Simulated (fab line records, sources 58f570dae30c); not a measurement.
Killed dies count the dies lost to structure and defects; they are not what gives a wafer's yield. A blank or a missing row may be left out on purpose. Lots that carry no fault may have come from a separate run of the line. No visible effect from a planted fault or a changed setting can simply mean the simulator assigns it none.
Problem report in the 8D (eight disciplines) form, filled by code	flow berkeley cmos170	the parts of the form that need people (team, actions taken, sign-off) are left out

== 1. THE ISSUE ==
Mean NWELL_NITRIDE_THK at UCB170_NWELL_THK_MEAS_05: 202.9 nm over 9 wafers in 3 lots; fault-free wafers: 222.9 nm, standard deviation 2.3. That puts it -8.7 standard deviations away from the usual mean.
First seen on wafer L413.3, day 6 10:29, on film metro-04. At this step, 45 wafers from 15 lots have a number in the record. By rule, "out" or "out of limits" means more than 4 standard deviations away from the usual mean. Any other wafer with a number is counted as sound.

== 2. WHAT THIS IS AND IS NOT ==
question	is	is not
which readings at this step	NWELL_NITRIDE_THK	-
which lots	L413, L414, L415	L394, L395, L397, L398, L399, L400, L401, L402, L405, L407, L408, L409
which wafers of those lots	all that have a number	-
read on which gauges	film metro-02, film metro-04	film metro-03
when	from day 6 10:29	up to then (36 sound wafers)

== 3. THE SUSPECTS, EACH WITH WHAT RULES IT OUT ==
Counting: a tool at any process step up to the reading remains a suspect when it ran all the lots that are out and ran no sound lot after the first of those.
- the gauge at UCB170_NWELL_THK_MEAS_05 has been ruled out. 2 gauges (film metro-02, film metro-04) read the wafers that are out.
- lpcvd-01 at UCB170_NWELL_CVD_04 (deposits Si3N4 from SiH2Cl2/NH3, target thk 224 nm, time 3360 s): kept. All lots that are out passed through it, beginning with L413 at day 6 07:34, and no sound lot followed; its final sound lot before that point was L407 at day 5 04:27.
Remaining after the count: lpcvd-01 at UCB170_NWELL_CVD_04.

== 4. THE CAUSE (what the simulator had put in) ==
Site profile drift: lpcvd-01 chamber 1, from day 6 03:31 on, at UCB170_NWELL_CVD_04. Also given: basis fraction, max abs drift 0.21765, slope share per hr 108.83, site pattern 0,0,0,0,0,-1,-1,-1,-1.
The count eliminated every tool but this one.

== 5. THE EFFECT CHAIN, in route order ==
Each row: a reading where the mean over the struck wafers with a number is more than 3 standard deviations away from the usual. Scope: only readings with a usual standard deviation given in the record; hours: median across lots of the time from each lot's start at the first step in this table that gives one to its start at this step; sigmas: change in usual standard deviations.
hours	step	reading	usual	on struck wafers	change	sigmas
0	UCB170_NWELL_THK_MEAS_05	NWELL_NITRIDE_THK	222.9 nm	202.9	-20.0	-8.7
2	UCB170_NWELL_ETCH_13	oes product au	0.937 a.u.	0.888	-0.049	-3.3
The process steps in it:
- UCB170_NWELL_ETCH_13: etches Si3N4 in CH3F/Ar/O2, stops on SiO2, target depth 246.4 nm, time 154 s.
Later measuring or inspecting steps at which every struck wafer that the step has a row for has a number for every such reading, and none has moved that far: UCB170_PWELL_THK_MEAS_03, UCB170_WELLDRIVE_THK_MEAS_02.

== 6. HOW IT WOULD HAVE BEEN CAUGHT EARLIER ==
In this record the first reading out of limits at a measuring or inspecting step was taken at day 6 10:29, 7 hours after the fault began at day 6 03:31.
Of the lots that are out (3), L414, L415 began UCB170_NWELL_CVD_04 on lpcvd-01 after day 6 10:29. A hold on the tool at that time would have spared those 2.
